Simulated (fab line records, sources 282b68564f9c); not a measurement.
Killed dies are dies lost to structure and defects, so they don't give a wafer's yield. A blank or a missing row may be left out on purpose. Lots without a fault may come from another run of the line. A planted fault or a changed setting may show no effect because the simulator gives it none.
Chamber matching | flow rit_cmos | RIT_ACTIVE_ETCH_13 on rie_diel-01: 4 sister chambers
The step etches Si3N4 in SF6, stops on SiO2, time 210 s, target depth 210 nm. 16 wafers are shown with their chamber, then 8 later ones without.

WAFERS WITH THEIR CHAMBER
wafer  | chamber | drypump_motor_current_A (A) | throttle_valve_pct (%) | oes_product_au (a.u.)
L585.3 | 1       | 5.9                         | 7.52                   | 0.815
L585.4 | 2       | 5.0                         | 7.44                   | 0.822
L585.5 | 2       | 5.0                         | 7.40                   | 0.827
L588.1 | 2       | 5.0                         | 7.43                   | 0.813
L588.4 | 1       | 5.9                         | 7.51                   | 0.810
L588.5 | 1       | 5.9                         | 7.52                   | 0.807
L589.1 | 3       | 5.7                         | 7.54                   | 0.802
L589.3 | 1       | 5.9                         | 7.52                   | 0.791
L589.5 | 3       | 5.7                         | 7.53                   | 0.793
L592.1 | 2       | 5.0                         | 7.42                   | 0.821
L592.3 | 3       | 5.7                         | 7.53                   | 0.806
L592.6 | 2       | 5.0                         | 7.43                   | 0.821
L594.1 | 1       | 5.9                         | 7.51                   | 0.815
L594.2 | 3       | 5.6                         | 7.52                   | 0.800
L594.5 | 1       | 5.9                         | 7.53                   | 0.803
L600.1 | 0       | 4.9                         | 7.44                   | 0.814

SIGNATURES (means of the wafers above)
reading                 | chamber 0 | chamber 1 | chamber 2 | chamber 3 | scatter within a chamber
drypump_motor_current_A | 4.900     | 5.900     | 5.000     | 5.675     | 0.025
throttle_valve_pct      | 7.4400    | 7.5183    | 7.4240    | 7.5300    | 0.0108
oes_product_au          | 0.81400   | 0.80683   | 0.82080   | 0.80025   | 0.00706
Rule: a wafer's distance from a chamber is the root of the sum, over the readings, of the square of ((its reading less the chamber's mean) divided by the reading's scatter). The wafer belongs to the nearest chamber; if the next one is less than 2 further off, it can't be placed. The scatter: the root of (the sum of the squares of (reading less its chamber's mean) over the shown wafers, divided by (wafers less chambers)).

WAFERS WITHOUT THEIR CHAMBER
wafer  | drypump_motor_current_A (A) | throttle_valve_pct (%) | oes_product_au (a.u.)
L600.4 | 5.6                         | 7.55                   | 0.799
L600.6 | 5.6                         | 7.53                   | 0.788
L602.2 | 4.9                         | 7.45                   | 0.823
L602.3 | 5.0                         | 7.40                   | 0.826
L602.6 | 4.9                         | 7.48                   | 0.834
L603.4 | 5.9                         | 7.52                   | 0.807
L603.5 | 5.0                         | 7.40                   | 0.821
L603.6 | 5.6                         | 7.55                   | 0.802

WHICH CHAMBER EACH WENT THROUGH
wafer  | from the rows above | in truth
L600.4 | 3                   | 3
L600.6 | 3                   | 3
L602.2 | 0                   | 0
L602.3 | 2                   | 2
L602.6 | 0                   | 0
L603.4 | 1                   | 1
L603.5 | 2                   | 2
L603.6 | 3                   | 3
Placed correctly: 8 of 8. Can't be placed from these rows: 0. Placed wrongly: 0.
